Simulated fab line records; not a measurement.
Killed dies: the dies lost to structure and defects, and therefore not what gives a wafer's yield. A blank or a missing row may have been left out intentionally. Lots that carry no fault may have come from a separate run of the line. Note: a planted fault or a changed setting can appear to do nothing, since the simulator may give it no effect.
Which tool was responsible? :: flow berkeley cmos170 :: 14 lots (42 wafers sampled), 1 step of a 331-step route

WHAT EACH GAUGE READ, for each wafer
No reading from a measuring or inspecting step in the record can be judged against a usual standard deviation.

EACH LOT AND THE TOOL THAT RAN IT (in order: tool; ch and the chambers of the sampled wafers; start)
lot: L781
UCB170_PWELL_IMPLANT_15: implanter-01 ch 0, day 2 20:50

lot: L783
UCB170_PWELL_IMPLANT_15: implanter-02 ch 0, day 3 09:06

lot: L784
UCB170_PWELL_IMPLANT_15: implanter-01 ch 0, day 3 15:31

lot: L786
UCB170_PWELL_IMPLANT_15: implanter-04 ch 0, day 4 02:35

lot: L789
UCB170_PWELL_IMPLANT_15: implanter-02 ch 0, day 4 18:55

lot: L790
UCB170_PWELL_IMPLANT_15: implanter-04 ch 0, day 4 19:01

lot: L791
UCB170_PWELL_IMPLANT_15: implanter-01 ch 0, day 5 08:17

lot: L793
UCB170_PWELL_IMPLANT_15: implanter-04 ch 0, day 5 15:54

lot: L795
UCB170_PWELL_IMPLANT_15: implanter-01 ch 0, day 6 00:23

lot: L796
UCB170_PWELL_IMPLANT_15: implanter-02 ch 0, day 6 09:16

lot: L797
UCB170_PWELL_IMPLANT_15: implanter-01 ch 0, day 6 09:34

lot: L802
UCB170_PWELL_IMPLANT_15: implanter-02 ch 0, day 7 11:25

lot: L804
UCB170_PWELL_IMPLANT_15: implanter-04 ch 0, day 7 18:50

lot: L803
UCB170_PWELL_IMPLANT_15: implanter-02 ch 0, day 7 19:06
- UCB170_PWELL_IMPLANT_15

WHAT THE TOOLS THEMSELVES READ (means of the sampled wafers that have a number; where no wafer has one, the mark that the record gives instead)
UCB170_PWELL_IMPLANT_15. Usual: beam energy keV reads 60.003 (standard deviation 0.018).
lot: L781
tool: implanter-01
beam energy keV: 60.006
flag: 

lot: L783
tool: implanter-02
beam energy keV: 59.993
flag: 

lot: L784
tool: implanter-01
beam energy keV: 60.007
flag: 

lot: L786
tool: implanter-04
beam energy keV: 60.000
flag: 

lot: L789
tool: implanter-02
beam energy keV: 60.028
flag: 

lot: L790
tool: implanter-04
beam energy keV: 60.011
flag: 

lot: L791
tool: implanter-01
beam energy keV: 60.019
flag: 

lot: L793
tool: implanter-04
beam energy keV: 59.990
flag: 

lot: L795
tool: implanter-01
beam energy keV: 54.657
flag: OFF

lot: L796
tool: implanter-02
beam energy keV: 60.006
flag: 

lot: L797
tool: implanter-01
beam energy keV: 54.670
flag: OFF

lot: L802
tool: implanter-02
beam energy keV: 59.995
flag: 

lot: L804
tool: implanter-04
beam energy keV: 59.985
flag: 

lot: L803
tool: implanter-02
beam energy keV: 60.017
flag: 

THE ANSWER, worked out from the rows above alone
Rule: take the mean of a lot's wafers that have a number; if it is more than 3 standard deviations from the usual mean, the lot is off. Also off: a lot with no number at a reading for which 4 or more lots have one. Any other lot the step has rows for is counted as sound. After the gauges, taken in route order, come the tools' own readings; for these a lot's mean is taken, as printed above. The first step at which some lot is off is used, and at that step the reading that is off furthest; a lot without a number counts as furthest.
Off: L795, L797 (UCB170_PWELL_IMPLANT_15, beam energy keV).
If a tool, at that step or one of the process steps before it, ran each lot that is off and ran no sound lot following the first of them, it fits. One fits: implanter-01 at UCB170_PWELL_IMPLANT_15. A fault onset in the window from L791 (day 5 08:17, its last sound lot) to L795 (day 6 00:23, its first lot off) fits.
The tool's own readings at UCB170_PWELL_IMPLANT_15 bear it out: on the lots that are off they differ by more than 5 times the standard deviation of the sound lots' means. beam energy keV reads 54.663 there against 60.005 on the sound lots.

WHAT WAS PUT IN BY THE SIMULATOR
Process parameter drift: implanter-01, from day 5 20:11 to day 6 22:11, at UCB170_PWELL_IMPLANT_15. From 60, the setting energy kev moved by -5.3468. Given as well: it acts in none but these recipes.
Shown lots that were struck: L795, L797. The rule given above showed the same thing.
